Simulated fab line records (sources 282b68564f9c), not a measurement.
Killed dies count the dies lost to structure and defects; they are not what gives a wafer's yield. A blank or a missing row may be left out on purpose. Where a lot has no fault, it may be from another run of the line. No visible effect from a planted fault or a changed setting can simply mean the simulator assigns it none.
One fault through the eyes of 2 desks + flow rit_cmos + each desk has only its own numbers; what lay behind them comes last

AT THE METROLOGY DESK
Means of the sampled wafers that have a number, per lot and without regard to the tool the lot ran on: this is what the gauges read. Marked OUT: a lot whose mean sits more than 4 standard deviations from the usual mean, which makes it out of limits; the brackets give that distance.
Columns: A = FIELD_OXIDE_LEFT_2_THK at RIT_FOX2_THK_MEAS_91, usual 256 nm; B = NLDD_TW at RIT_NLDD_TW_MEAS_10, usual 2507; C = NSD_RS at RIT_SDANNEAL_RS_MEAS_05, usual 84.51 ohm/sq
| lot  | first seen here | A   | B    | C                |
|------|-----------------|-----|------|------------------|
| L352 | day 2 08:38     | 257 | 2490 | 84.34            |
| L353 | day 2 18:09     | 256 | 2518 | 84.46            |
| L354 | day 2 20:24     | 259 | 2520 | 84.36            |
| L355 | day 3 00:14     | 257 | 2531 | 84.32            |
| L356 | day 3 04:38     | 261 | 2514 | 86.31 (+6.0) OUT |
| L357 | day 3 08:41     | 255 | 2527 | 86.17 (+5.5) OUT |
| L360 | day 4 00:58     | 250 | 2493 | 84.68            |
| L366 | day 5 06:43     | 261 | 2503 | 84.83            |
| L367 | day 5 11:28     | 249 | 2507 | 84.33            |
| L369 | day 5 22:24     | 252 | 2510 | 84.42            |
| L370 | day 6 02:29     | 261 | 2519 | 84.29            |
| L371 | day 6 08:51     | 249 | 2520 | 84.24            |
| L374 | day 6 21:59     | 271 | 2513 | 84.07            |
| L375 | day 7 04:02     | 260 | 2518 | 84.54            |
This desk's finding: out of limits on L356, L357; first on L356, day 3 21:33 (NSD_RS at RIT_SDANNEAL_RS_MEAS_05). L352, L353, L354, L355, L360, L366, L367, L369, L370, L371, L374, L375: within limits.

TOOL OWNER'S DESK, implanter-01
The tool's own readings at RIT_NSD_IMPLANT_08: means of the sampled wafers that have a number, for each lot that ran on this tool. Marked OUT: a lot whose mean sits more than 4 standard deviations from the usual mean, which makes it out of limits; the brackets give that distance.
Columns: A = beam_on_s at RIT_NSD_IMPLANT_08, usual 10.00 s; B = dose_ions_cm2 at RIT_NSD_IMPLANT_08, usual 1e+15
| lot  | first seen here | A     | B               |
|------|-----------------|-------|-----------------|
| L352 | day 2 23:02     | 10.03 | 1e+15           |
| L353 | day 3 08:35     | 10.07 | 1e+15           |
| L354 | day 3 10:56     | 9.84  | 1e+15           |
| L355 | day 3 15:02     | 9.79  | 1e+15           |
| L356 | day 3 19:04     | 9.78  | 1e+15 (-26) OUT |
| L357 | day 4 00:20     | 9.89  | 1e+15 (-26) OUT |
| L374 | day 7 14:05     | 10.04 | 1e+15           |
This desk's verdict: out of limits on L356, L357, starting with L356 at day 3 19:04 (dose_ions_cm2 at RIT_NSD_IMPLANT_08). L352, L353, L354, L355, L374: within limits.

TAKEN TOGETHER
The tool owner's desk could have raised an alarm at day 3 19:04, on L356, L357.
Metrology desk: alarm possible at day 3 21:33 on L356, L357.
On implanter-01, each named lot ran RIT_NSD_IMPLANT_08.

WHAT HAD BEEN PUT IN BY THE SIMULATOR
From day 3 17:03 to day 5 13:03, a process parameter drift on implanter-01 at RIT_NSD_IMPLANT_08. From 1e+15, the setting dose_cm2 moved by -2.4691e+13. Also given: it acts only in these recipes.
Lots struck among those shown: L356, L357.
Delay (hours) between the fault's onset and each desk's first out-of-limits reading: 2 at the tool owner's desk, 4 at the metrology desk.
